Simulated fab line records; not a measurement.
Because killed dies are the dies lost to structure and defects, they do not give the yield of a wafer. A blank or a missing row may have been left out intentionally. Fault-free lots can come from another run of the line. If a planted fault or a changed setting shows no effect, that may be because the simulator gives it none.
Commonality check across tools + flow berkeley_cmos170 + Sample size 14 lots and 42 wafers

REASON IT WAS OPENED
Of 14 lots, 2 have the reading PWELL_TW flagged at UCB170_PWELL_TW_MEAS_17. No-fault wafers: 380.8, standard deviation 2.5.
Rule: a lot is flagged when every wafer of it that has a number lies more than 4 standard deviations from that mean, or none has a number. The rest of the lots are taken to be sound.

| lot  | measured    | on            | PWELL_TW, wafer by wafer | flag    |
|------|-------------|---------------|--------------------------|---------|
| L763 | day 3 09:51 | film_metro-02 | 380.8 381.7 381.4        |         |
| L762 | day 3 10:55 | film_metro-02 | 382.0 378.8 381.0        |         |
| L766 | day 4 00:14 | film_metro-03 | 384.2 383.9 384.0        |         |
| L767 | day 4 00:28 | film_metro-04 | 378.1 377.2 379.0        |         |
| L764 | day 4 00:45 | film_metro-02 | 381.0 380.3 381.1        |         |
| L768 | day 4 05:20 | film_metro-04 | 377.1 379.7 377.3        |         |
| L769 | day 4 14:42 | film_metro-04 | 378.4 378.1 379.1        |         |
| L771 | day 5 00:30 | film_metro-02 | 383.3 382.3 382.9        |         |
| L772 | day 5 06:29 | film_metro-03 | 383.4 382.3 381.5        |         |
| L774 | day 5 11:00 | film_metro-02 | 382.5 382.9 381.9        |         |
| L778 | day 6 16:24 | film_metro-02 | 404.5 406.5 404.9        | FLAGGED |
| L780 | day 7 14:05 | film_metro-04 | 403.9 405.7 403.8        | FLAGGED |
| L782 | day 7 19:22 | film_metro-04 | 379.2 377.0 376.7        |         |
| L783 | day 7 19:37 | film_metro-03 | 383.1 384.8 382.2        |         |
The mean of the flagged lots' numbers is 404.9, +24.1 from the usual (+10 standard deviations).

EACH LOT AND THE TOOL IT RAN ON
The record holds 1 process step before the reading, out of a route of 331 steps. Cell contents, in order: the tool; ch with the chambers the sampled wafers went through; the start.
| lot  | flag    | UCB170_PWELL_IMPLANT_15        |
|------|---------|--------------------------------|
| L763 |         | implanter-01 ch 0, day 3 09:37 |
| L762 |         | implanter-04 ch 0, day 3 10:40 |
| L766 |         | implanter-01 ch 0, day 4 00:01 |
| L767 |         | implanter-04 ch 0, day 4 00:13 |
| L764 |         | implanter-03 ch 0, day 4 00:31 |
| L768 |         | implanter-04 ch 0, day 4 05:06 |
| L769 |         | implanter-01 ch 0, day 4 14:28 |
| L771 |         | implanter-04 ch 0, day 5 00:16 |
| L772 |         | implanter-04 ch 0, day 5 06:14 |
| L774 |         | implanter-04 ch 0, day 5 10:46 |
| L778 | FLAGGED | implanter-01 ch 0, day 6 16:10 |
| L780 | FLAGGED | implanter-01 ch 0, day 7 13:51 |
| L782 |         | implanter-03 ch 0, day 7 19:10 |
| L783 |         | implanter-04 ch 0, day 7 19:23 |
What these steps do:
- UCB170_PWELL_IMPLANT_15
- UCB170_PWELL_TW_MEAS_17

FLAGGED OVER TOTAL, TOOL BY TOOL (the gauges that took the reading come last)
| step                    | tool          | lots run | flagged | share of the flagged lots | sound lots run after its first flagged lot |
|-------------------------|---------------|----------|---------|---------------------------|--------------------------------------------|
| UCB170_PWELL_IMPLANT_15 | implanter-01  | 5        | 2       | all                       | 0                                          |
| UCB170_PWELL_IMPLANT_15 | implanter-03  | 2        | 0       | none                      | -                                          |
| UCB170_PWELL_IMPLANT_15 | implanter-04  | 7        | 0       | none                      | -                                          |
| UCB170_PWELL_TW_MEAS_17 | film_metro-02 | 6        | 1       | some                      | 0                                          |
| UCB170_PWELL_TW_MEAS_17 | film_metro-03 | 3        | 0       | none                      | -                                          |
| UCB170_PWELL_TW_MEAS_17 | film_metro-04 | 5        | 1       | some                      | 1 (L782)                                   |

WHAT IS ALLOWED BY THE TABLE
Rows of the table that ran each flagged lot: 1, that is implanter-01 at UCB170_PWELL_IMPLANT_15.
- implanter-01 at UCB170_PWELL_IMPLANT_15 ran 5 lots, 2 of them flagged. It ran its last sound lot, L769, at day 4 14:28 and its first flagged lot, L778, at day 6 16:10: a fault with its onset between the two fits. Its own readings lie more than 4 standard deviations out on every wafer of the flagged lots: dose_ions_cm2, faraday_current_uA.
What remains is a single tool, implanter-01 at UCB170_PWELL_IMPLANT_15.

WHAT THE SIMULATOR HAD PUT IN
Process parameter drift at UCB170_PWELL_IMPLANT_15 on implanter-01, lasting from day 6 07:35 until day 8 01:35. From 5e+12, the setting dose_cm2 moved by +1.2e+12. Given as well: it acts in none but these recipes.
Lots struck among those shown: L778, L780. Same finding as the rule above.
